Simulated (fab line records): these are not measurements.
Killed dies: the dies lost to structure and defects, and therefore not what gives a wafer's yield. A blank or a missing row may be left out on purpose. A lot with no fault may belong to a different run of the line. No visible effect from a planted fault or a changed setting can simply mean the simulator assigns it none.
fab line records	flow rit_cmos
record: lots: 15	wafers: 45	last_day: 7
route steps=202 shown NLDD@108
lots with no fault: from the same line, run without faults
start_h: start of the lot's first displayed wafer, in hours after the record's first day	wait_h: hours from the lot's prior step to this one	" unchanged from the row above	L1.1+2: a single row standing in for several wafers	- value missing, or start not given	* or withheld: withheld	< > ~ a bound
route shown NAME@n: a module of which the file shows steps, and the number in the route of the first	usual: the fault-free wafers' mean and standard deviation	same: alike in all rows	chamber/n: place in a boat	sites: per-site readings	_std_site: their standard deviation	_edge_site: outer sites' mean less inner sites'	radius_mm: how far each site lies from the wafer's centre	mask NAME#n: copy n	behind: the tool/chamber that last shaped the wafer	hold: why the lot was held/for how many hours/how that ended	device: whichever transistor did not switch (one of n, p or np)	end of line: the same wafers' tests at the end of the route	a step without rows: its recipe alone	killed: not the wafer's yield, but the dies lost to structure and defects at the first sort	map: a wafer's dies, marking killed ones x, the rest . and places with no die _
set.NAME: setting as actually run; set.NAME@STEP: the setting as run at that earlier step	model.NAME: the simulator's own value behind a step, which no gauge read
a sample of lots followed through the steps of the route, with each step as a table and each wafer as a row
== steps ==
step: RIT_NLDD_DEVELOP_05
recipe: resist: NOVOLAK	develop_time_s: 50	dev_temp_c: 23
usual: developer_temp_C: 22.99/0.1
lot.wafer	tool	chamber	start_h	wait_h	developer_temp_C
L467.1	litho_track-03	0	52	-	22.91
L467.4	"	0	"	"	22.98
L467.5	"	0	"	"	22.94
L468.1	litho_track-02	0	56	-	22.88
L468.2	"	0	"	"	23.00
L468.4	"	0	"	"	23.07
L469.1	litho_track-01	0	62	-	23.01
L469.2	"	0	"	"	22.99
L469.3	"	0	"	"	22.95
L470.2	litho_track-02	0	67	-	23.04
L470.3	"	0	"	"	23.15
L470.5	"	0	"	"	22.99
L471.1	litho_track-03	0	74	-	22.94
L471.3	"	0	"	"	22.98
L471.6	"	0	"	"	22.91
L472.4	litho_track-01	0	77	-	22.88
L472.5	"	0	"	"	22.99
L472.6	"	0	"	"	22.99
L473.1	litho_track-02	0	80	-	22.96
L473.4	"	0	"	"	23.09
L473.6	"	0	"	"	23.01
L474.3	litho_track-01	0	88	-	22.92
L474.5	"	0	"	"	23.16
L474.6	"	0	"	"	22.93
L477.1	litho_track-02	0	97	-	23.00
L477.2	"	0	"	"	23.08
L477.5	"	0	"	"	23.02
L478.1	litho_track-01	0	102	-	22.08
L478.4	"	0	"	"	22.07
L478.6	"	0	"	"	22.01
L479.3	litho_track-01	0	106	-	22.01
L479.4	"	0	"	"	21.79
L479.5	"	0	"	"	21.87
L480.3	litho_track-03	0	110	-	23.10
L480.5	"	0	"	"	23.12
L480.6	"	0	"	"	23.08
L481.1	litho_track-01	0	113	-	22.14
L481.2	"	0	"	"	21.99
L481.3	"	0	"	"	21.94
L487.3	litho_track-03	0	145	-	23.09
L487.4	"	0	"	"	23.08
L487.6	"	0	"	"	23.06
L488.1	litho_track-03	0	152	-	23.04
L488.5	"	0	153	-	22.96
L488.6	"	0	"	"	23.03
== key ==
first_sign: step: RIT_NLDD_DEVELOP_05	reading: developer_temp_C	direction: down	sigmas: 9.9	usual: *	struck: *
effect none on later readings
met_at RIT_NLDD_DEVELOP_05
struck_lots L478,L479,L481
tester_left_out L478,L479,L481
onset_between 88 102
fault: kind: process_parameter_drift	tool: litho_track-01	chamber: -	onset_h: 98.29	steps: RIT_NLDD_DEVELOP_05	channel: dev_temp_c	offset: *	shape: step	end_h: 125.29	acts_in: *	stated: *
tester_left_out: of these lots the tester's yield and bins aren't shown, on N5 and GAA mostly nor the transistor test; their killed dies are dies lost to structure and defects alone, not to doping, threshold or leakage, so they don't give the yield
